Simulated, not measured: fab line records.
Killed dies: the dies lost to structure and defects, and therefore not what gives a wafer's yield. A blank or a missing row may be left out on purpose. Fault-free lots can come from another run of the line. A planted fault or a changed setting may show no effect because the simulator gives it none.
A struck lot beside a sound one	flow ritCmos	15 out of 202 route steps
Sound: these wafers, L233.2, L233.3, L233.5. Struck: wafers L238.2, L238.3, L238.4. Last of all comes the cause.
Order at every step that has rows: each side's tool, ch and its chambers, its first start. Under that, the readings that differ: sound wafers	struck wafers	difference of the means	sigmas: that difference in standard deviations of wafers without a fault.
alike: readings with means less than 2 such deviations apart, plus words and numbers identical on both sides. not compared: withheld readings, readings lacking a value on some wafer, bounds such as >300 that could conceal the same value, and numbers that have no deviation in the record and whose values overlap.
Wherever a step has rows on one side only, a row that says differs or no value, or a row with sigmas, the two part there. Numbers that have no deviation but don't overlap get no sigmas and don't part them. Lack of a reading on every wafer of one side parts them only where that side has two or more wafers.

first, 5 steps without rows for these wafers: RIT_M1_COAT_04 (resist thk 1300 nm); RIT_M1_SOFTBAKE_05 (time 60 s); RIT_M1_EXPOSE_06 (exposes mask M12, target cd 2600 nm); RIT_M1_PEB_07; RIT_M1_DEVELOP_08 (develop time 68 s).
RIT_M1_CD_MEAS_09: the cd target is 2600 nm.
  sound: cdSem-01 at day 3 08:24; struck: cdSem-02 at day 4 13:35
  alike: cdNm
RIT_M1_OVL_MEAS_10:
  sound: overlay-01 at day 3 08:30; struck: overlay-01 at day 4 13:41
  alike: M1_OVL
then, 1 step without rows for these wafers: RIT_M1_HARDBAKE_11 (time 120 s).
RIT_M1_METAL_ETCH_12: etches Al in Cl2/BCl3, stops on SiO2, time 165 s, target depth 600 nm.
  sound on rieMetal-03 ch 0,1, day 3 08:47; struck on rieMetal-02 ch 0,1, day 4 13:58
reading	sound	struck	difference	sigmas
throttleValvePct (%)	8.45 8.44 8.37	8.14 8.19 8.14	-0.26	-2
  alike: drypumpMotorCurrentA, heBacksideLeakSccm, oesProductAu
  not compared: rfHoursCounterH
then, 1 step without rows for these wafers: RIT_M1_STRIP_13 (strips in nmp, time 600 s).
RIT_M1_STRIP_14: strips in O2, time 180 s.
  sound on plasmaAsher-04 ch 0,1, day 3 09:08; struck on plasmaAsher-01 ch 0,1, day 4 14:19
  alike: drypumpMotorCurrentA
  not compared: rfHoursCounterH
RIT_M1_CD_MEAS_90: the cd target is 2600 nm.
  sound: cdSem-02 at day 3 09:20; struck: cdSem-01 at day 4 14:30
  alike: cdNm
RIT_M1_ANNEAL_15: time 1800 s.
  sound on furnace-02 ch 0, day 3 09:26; struck on furnace-02 ch 0, day 4 14:36
  alike: spikeTcCentreC, zonePowerSourcePct
RIT_M1_BOW_MEAS_16:
  sound: filmMetro-04 at day 3 10:57; struck: filmMetro-03 at day 4 16:07
  alike: M1_BOW
RIT_M1_PROBE_99:
  sound: prober-02 at day 3 11:06; struck: prober-01 at day 4 16:16
reading	sound	struck	difference	sigmas
model.etest.nmos_0p15.junctionLog10AUm	-13.71 -13.67 -13.6	-12.48 -12.69 -12.7	+1.04	
model.etest.nmosNarrow.offLog10AUm	-13.4 -13.4 -13.36	-12.44 -12.69 -12.63	+0.80	
model.etest.nmos_0p3.offLog10AUm	-13.39 -13.3 -13.28	-12.42 -12.64 -12.6	+0.77	
model.etest.gateEndArray.leakLog10AUm	-13.22 -13.15 -13.17	-12.16 -12.38 -12.41	+0.86	
model.etest.contactDiodeArray.leakLog10A (angstrom)	-9.505 -9.62 -9.502	-8.939 -9.125 -9.084	+0.493	
model.etest.pmos_0p15.junctionLog10AUm	-13.85 -13.66 -13.92	-13.33 -13.45 -13.5	+0.38	
  alike: defectLimitedYield, killedAtContacts, killedAtFrontEnd, killedDies, killedOpen, killedShort, sort_bin_3_pad_short, sort_bin_5_function, sort_bin_6_memory, sortNPass, sortYieldPct

## WHERE THEY PART
Only at RIT_M1_METAL_ETCH_12, as far as this record shows. Later steps at which nothing parts them and some readings are alike: RIT_M1_STRIP_14, RIT_M1_CD_MEAS_90, RIT_M1_ANNEAL_15, RIT_M1_BOW_MEAS_16, RIT_M1_PROBE_99.

WHY: whatever the simulator had introduced
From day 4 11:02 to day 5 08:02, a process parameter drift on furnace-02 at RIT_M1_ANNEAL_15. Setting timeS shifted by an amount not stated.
